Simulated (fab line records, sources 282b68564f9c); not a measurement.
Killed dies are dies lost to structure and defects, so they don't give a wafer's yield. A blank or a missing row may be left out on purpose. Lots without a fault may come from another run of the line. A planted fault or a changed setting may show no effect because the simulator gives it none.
One fault seen from 2 desks | flow rit_cmos | each desk has only its own numbers; what lay behind them comes last

THE TOOL OWNER'S DESK: furnace-03
The tool's own readings at RIT_WELLDRIVE_ANNEAL_00 (time 14700 s): means of the sampled wafers that have a number, for each lot that ran on this tool. A lot is out of limits, marked OUT, if its mean lies more than 4 standard deviations from the usual mean; the brackets give that distance.
Columns: A = spike_tc_centre_C at RIT_WELLDRIVE_ANNEAL_00, usual 1102.0 C; B = spike_tc_load_C at RIT_WELLDRIVE_ANNEAL_00, usual 1127 C; C = spike_tc_source_C at RIT_WELLDRIVE_ANNEAL_00, usual 1122.9 C; D = tube_center_temp_C at RIT_WELLDRIVE_ANNEAL_00, usual 1100 C; E = tube_center_temp_C_max at RIT_WELLDRIVE_ANNEAL_00, usual 1102.8; F = zone_power_source_pct at RIT_WELLDRIVE_ANNEAL_00, usual 42 %
lot  | first seen here | A                | B    | C                | D                      | E                | F
L285 | day 1 23:28     | 1100.9           | 1131 | 1124.3           | 1100                   | 1103.1           | 35
L292 | day 3 10:22     | 1101.2           | 1132 | 1124.1           | 1100                   | 1102.7           | 35
L297 | day 4 10:54     | 1081.8 (-12) OUT | 1113 | 1106.2 (-10) OUT | 1082 (-99 or more) OUT | 1085.1 (-42) OUT | 34
L298 | day 4 16:20     | 1082.5 (-11) OUT | 1112 | 1105.7 (-11) OUT | 1082 (-99 or more) OUT | 1085.0 (-42) OUT | 34
L299 | day 4 21:26     | 1082.0 (-12) OUT | 1113 | 1105.3 (-11) OUT | 1082 (-99 or more) OUT | 1085.0 (-42) OUT | 34
This desk's finding: out of limits on L297, L298, L299; first on L297, day 4 10:54 (spike_tc_centre_C at RIT_WELLDRIVE_ANNEAL_00). In limits: L285, L292.

THE METROLOGY DESK
What the gauges read, lot by lot, whatever tool the lot ran on: means of the sampled wafers that have a number. A lot is out of limits, marked OUT, if its mean lies more than 4 standard deviations from the usual mean; the brackets give that distance.
Columns: A = NWELL_RS at RIT_WELLDRIVE_RS_MEAS_01, usual 275.8 ohm/sq; B = PWELL_RS at RIT_WELLDRIVE_RS_MEAS_02, usual 429.5 ohm/sq; C = cd_nm at RIT_GATE_CD_MEAS_16, usual 149.6 nm; D = REOX_OXIDE_THK at RIT_REOX_THK_MEAS_04, usual 25.2 nm
lot  | first seen here | A               | B               | C     | D
L285 | day 2 04:35     | 275.4           | 428.7           | 151.5 | 25.4
L287 | day 2 15:03     | 276.4           | 429.8           | 147.2 | 25.3
L288 | day 2 19:57     | 274.8           | 429.9           | 148.5 | 25.9
L289 | day 3 01:40     | 276.0           | 428.6           | 145.8 | 24.9
L290 | day 3 05:58     | 274.9           | 430.6           | 148.9 | 25.0
L291 | day 3 09:43     | 274.2           | 431.6           | 150.5 | 25.3
L292 | day 3 15:29     | 276.4           | 430.0           | 149.1 | 25.1
L296 | day 4 10:50     | 275.2           | 428.7           | 149.0 | 24.7
L297 | day 4 15:59     | 296.0 (+22) OUT | 448.9 (+14) OUT | 149.3 | 25.3
L298 | day 4 21:28     | 296.5 (+23) OUT | 448.2 (+13) OUT | 153.1 | 25.0
L299 | day 5 02:31     | 295.4 (+22) OUT | 451.1 (+15) OUT | 151.2 | 25.3
L300 | day 5 07:26     | 275.2           | 429.0           | 146.2 | 24.8
L303 | day 5 22:32     | 275.0           | 429.6           | 149.5 | 24.8
L305 | day 6 07:55     | 276.8           | 429.4           | 148.7 | 24.6
L306 | day 6 13:23     | 275.7           | 431.9           | 148.0 | 25.4
This desk's finding: out of limits on L297, L298, L299; first on L297, day 4 15:59 (NWELL_RS at RIT_WELLDRIVE_RS_MEAS_01). In limits: L285, L287, L288, L289, L290, L291, L292, L296, L300, L303, L305, L306.

PUT TOGETHER
The tool owner's desk could have raised an alarm at day 4 10:54, on L297, L298, L299.
The metrology desk could have raised an alarm at day 4 15:59, on L297, L298, L299.
Of the lots named, all ran RIT_WELLDRIVE_ANNEAL_00 on furnace-03.

WHAT THE SIMULATOR HAD PUT IN
Process parameter drift: furnace-03, from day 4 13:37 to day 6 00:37, at RIT_WELLDRIVE_ANNEAL_00. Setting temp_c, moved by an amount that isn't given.
Lots struck among those shown: L297, L298, L299.
